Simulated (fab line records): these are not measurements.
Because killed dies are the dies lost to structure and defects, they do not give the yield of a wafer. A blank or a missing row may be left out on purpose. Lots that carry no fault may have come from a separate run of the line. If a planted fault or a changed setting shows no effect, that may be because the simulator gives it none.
fab line records	flow rit_cmos
record: lots: 14	wafers: 42	last_day: 7
route steps=202 shown NSD@136
lots with no fault: from the same line, run without faults
start_h: hours from the record's opening day to when the first of the lot's shown wafers began	wait_h: hours since the lot's step before	" repeats the value in the row above	L1.1+2: a single row standing in for several wafers	- either no value or no given start	* or withheld: withheld	< > ~ a bound
route shown NAME@n: names a module that has steps shown in the file, with the first one's number in the route	usual: mean/standard deviation of fault-free wafers	same: alike in all rows	chamber/n: place in a boat	sites: the reading at each site	_std_site: standard deviation of those values	_edge_site: outer sites' mean less inner sites'	radius_mm: how far each site lies from the wafer's centre	mask NAME#n: copy n	behind: the most recent tool/chamber to have shaped the wafer	hold: reason for holding the lot/hours on hold/outcome of the hold	device: names the non-switching transistor (n, p or np)	end of line: tests of these same wafers at the route's end	for a step that has no rows: nothing shown but its recipe	killed: dies lost to structure and defects at the first sort, not the wafer's yield	map: dies across one wafer; x = killed, . = not, _ = none there
set.NAME: the setting as run; set.NAME@STEP: as run at that earlier step	model.NAME: the simulator's own value behind a step, which no gauge read
the route's steps for a sample of lots (tables are steps, rows are wafers)
== steps ==
step: RIT_NSD_DEVELOP_05
recipe: resist: NOVOLAK	develop_time_s: 50	dev_temp_c: 23
usual: developer_temp_C: 23.01/0.096	exhaust_pa: 44.9/0.79
lot.wafer	tool	chamber	start_h	wait_h	developer_temp_C	exhaust_pa
L309.1	litho_track-03	0	66	-	22.97	44.9
L309.2	"	0	"	"	23.01	45.4
L309.5	"	0	"	"	23.04	44.7
L310.3	litho_track-01	0	69	-	23.13	44.7
L310.4	"	0	"	"	23.13	44.9
L310.6	"	0	"	"	22.92	44.5
L311.2	litho_track-03	0	73	-	23.27	44.9
L311.5	"	0	"	"	23.19	45.6
L311.6	"	0	"	"	23.07	45.0
L312.3	litho_track-01	0	78	-	23.01	46.5
L312.4	"	0	"	"	22.89	45.7
L312.6	"	0	"	"	22.78	47.2
L313.3	litho_track-01	0	82	-	23.15	45.7
L313.4	"	0	83	-	23.05	45.0
L313.5	"	0	"	"	23.14	46.9
L316.1	litho_track-04	0	98	-	23.01	43.5
L316.5	"	0	"	"	23.00	43.7
L316.6	"	0	"	"	22.83	44.4
L317.1	litho_track-04	0	104	-	23.19	45.2
L317.3	"	0	105	-	23.08	46.1
L317.6	"	0	"	"	22.95	43.9
L318.2	litho_track-04	0	107	-	22.93	44.4
L318.4	"	0	"	"	22.96	43.5
L318.5	"	0	"	"	22.89	43.6
L321.1	litho_track-04	0	122	-	23.09	44.2
L321.3	"	0	"	"	23.09	44.9
L321.6	"	0	"	"	23.06	45.1
L322.1	litho_track-03	0	126	-	23.11	43.8
L322.2	"	0	"	"	22.98	43.5
L322.5	"	0	127	-	23.03	45.5
L323.2	litho_track-01	0	131	-	23.07	45.3
L323.3	"	0	"	"	23.10	45.0
L323.5	"	0	"	"	23.10	44.8
L324.1	litho_track-01	0	138	-	23.19	45.5
L324.5	"	0	"	"	23.05	45.0
L324.6	"	0	"	"	22.95	44.2
L328.1	litho_track-03	0	157	-	23.05	45.3
L328.4	"	0	"	"	23.11	45.0
L328.5	"	0	"	"	22.93	45.5
L329.3	litho_track-01	0	162	-	23.10	46.0
L329.5	"	0	"	"	22.96	44.5
L329.6	"	0	"	"	23.08	45.5
step: RIT_NSD_TW_MEAS_10
usual: NSD_TW: 3128/29
lot.wafer	tool	chamber	start_h	wait_h	NSD_TW
L309.1	film_metro-03	-	66.70	0.1	3092
L309.2	"	-	"	"	3101
L309.5	"	-	"	"	3080
L310.3	film_metro-04	-	69.79	0.1	3098
L310.4	"	-	"	"	3082
L310.6	"	-	"	"	3111
L311.2	film_metro-01	-	74.11	0.1	3144
L311.5	"	-	"	"	3143
L311.6	"	-	"	"	3138
L312.3	film_metro-03	-	79.55	0.1	3089
L312.4	"	-	"	"	3102
L312.6	"	-	"	"	3090
L313.3	film_metro-03	-	83.62	0.1	3111
L313.4	"	-	"	"	3090
L313.5	"	-	"	"	3103
L316.1	film_metro-01	-	98.80	0.1	3130
L316.5	"	-	"	"	3151
L316.6	"	-	"	"	3144
L317.1	film_metro-01	-	105.61	0.1	3142
L317.3	"	-	"	"	3136
L317.6	"	-	"	"	3158
L318.2	film_metro-01	-	108.04	0.1	30
L318.4	"	-	"	"	30
L318.5	"	-	"	"	30
L321.1	film_metro-01	-	123.20	0.1	30
L321.3	"	-	"	"	30
L321.6	"	-	"	"	30
L322.1	film_metro-01	-	127.61	0.1	3148
L322.2	"	-	"	"	3147
L322.5	"	-	"	"	3162
L323.2	film_metro-01	-	132.17	0.1	3146
L323.3	"	-	"	"	3158
L323.5	"	-	"	"	3155
L324.1	film_metro-04	-	138.79	0.1	3077
L324.5	"	-	"	"	3098
L324.6	"	-	"	"	3076
L328.1	film_metro-01	-	158.33	0.1	3138
L328.4	"	-	"	"	3151
L328.5	"	-	"	"	3152
L329.3	film_metro-01	-	162.98	0.1	3160
L329.5	"	-	"	"	3179
L329.6	"	-	"	"	3147
== key ==
first_sign: step: RIT_NSD_TW_MEAS_10	reading: NSD_TW	direction: down	sigmas: 99+	usual: 3128	struck: 30
effect none on later readings
met_at RIT_NSD_DEVELOP_05
struck_lots L318,L321
rows_end L321.1,L321.3,L321.6
sort_left_out L318.2,L318.4,L318.5
tester_left_out L318
onset_between 104 107
fault: kind: process_parameter_drift	tool: litho_track-04	chamber: -	onset_h: 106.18	steps: RIT_NSD_DEVELOP_05	channel: develop_time_s	offset: *	shape: step	end_h: 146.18	acts_in: *	stated: *
tester_left_out: of these lots the tester's yield and bins aren't shown, on N5 and GAA mostly nor the transistor test; their killed dies are dies lost to structure and defects alone, not to doping, threshold or leakage, so they don't give the yield
sort_left_out: the simulated sort isn't trusted on such a fault, so these wafers' sort isn't shown, and their yield isn't known
rows_end: these wafers met a further fault down the route, and their rows from its step on are left out
